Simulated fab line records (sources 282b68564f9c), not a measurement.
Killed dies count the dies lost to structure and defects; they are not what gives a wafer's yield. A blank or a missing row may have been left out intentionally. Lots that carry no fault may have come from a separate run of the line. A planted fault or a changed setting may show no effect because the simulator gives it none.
The tool behind it: which one? / flow rit-cmos / Sampling: 7 lots, 21 wafers, 2 of 202 route steps

## WHAT THE GAUGES READ, wafer by wafer
RIT_FOX2_THK_MEAS_01.
lot=L660; measured=day 2 05:09; on=film-metro-03; FOX2_OXIDE_THK (nm)=351 348 350
lot=L662; measured=day 2 10:36; on=film-metro-04; FOX2_OXIDE_THK (nm)=342 342 340
lot=L664; measured=day 2 22:46; on=film-metro-03; FOX2_OXIDE_THK (nm)=504 507 508
lot=L668; measured=day 3 18:10; on=film-metro-01; FOX2_OXIDE_THK (nm)=340 341 336
lot=L675; measured=day 5 05:27; on=film-metro-03; FOX2_OXIDE_THK (nm)=348 344 346
lot=L678; measured=day 5 19:50; on=film-metro-03; FOX2_OXIDE_THK (nm)=344 340 344
lot=L682; measured=day 6 15:12; on=film-metro-01; FOX2_OXIDE_THK (nm)=353 348 352

## WHICH TOOL RAN EACH LOT (tool, then ch and the chambers of the sampled wafers, then the start)
lot=L660; RIT_FOX2_OXIDATION_00=furnace-04 ch 0, day 2 03:49
lot=L662; RIT_FOX2_OXIDATION_00=furnace-03 ch 0, day 2 09:16
lot=L664; RIT_FOX2_OXIDATION_00=furnace-03 ch 0, day 2 21:26
lot=L668; RIT_FOX2_OXIDATION_00=furnace-04 ch 0, day 3 16:50
lot=L675; RIT_FOX2_OXIDATION_00=furnace-01 ch 0, day 5 04:08
lot=L678; RIT_FOX2_OXIDATION_00=furnace-01 ch 0, day 5 18:30
lot=L682; RIT_FOX2_OXIDATION_00=furnace-01 ch 0, day 6 13:53
- RIT_FOX2_OXIDATION_00: target thk 350.7 nm, ox time 1130 s.

## THE ANSWER, worked out from the rows above alone
Rule: usual is defined by the lots themselves. The widest of any qualifying gaps counts: lots, ordered by their means at a reading, are off when they make up no more than a third of the lots, leave a main group of 4 or more, and stand apart from it by 3 or more times the standard deviation of that group's means. A main group is skipped when, at the precision printed for the reading in the tables above, its means are all equal. Also off: a lot with no number at a reading for which 4 or more lots have one. All remaining lots with rows at the step are treated as sound.
Off: L664, at RIT_FOX2_THK_MEAS_01 (FOX2_OXIDE_THK). The main group has a mean of 345 nm with a standard deviation of 4.4.
If a tool, at a process step before that reading, ran all the lots that are off and no sound lot after the first of them, it fits. The gauges at RIT_FOX2_THK_MEAS_01 are tried like those tools. One candidate fits, namely furnace-03 at RIT_FOX2_OXIDATION_00. A fault onset in the window from L662 (day 2 09:16, its last sound lot) to L664 (day 2 21:26, its first lot off) fits.

## WHAT THE SIMULATOR PUT IN
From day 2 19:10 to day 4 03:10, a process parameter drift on furnace-03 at RIT_FOX2_OXIDATION_00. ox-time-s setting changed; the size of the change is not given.
Lots struck among those shown: L664. Same finding as the rule above.
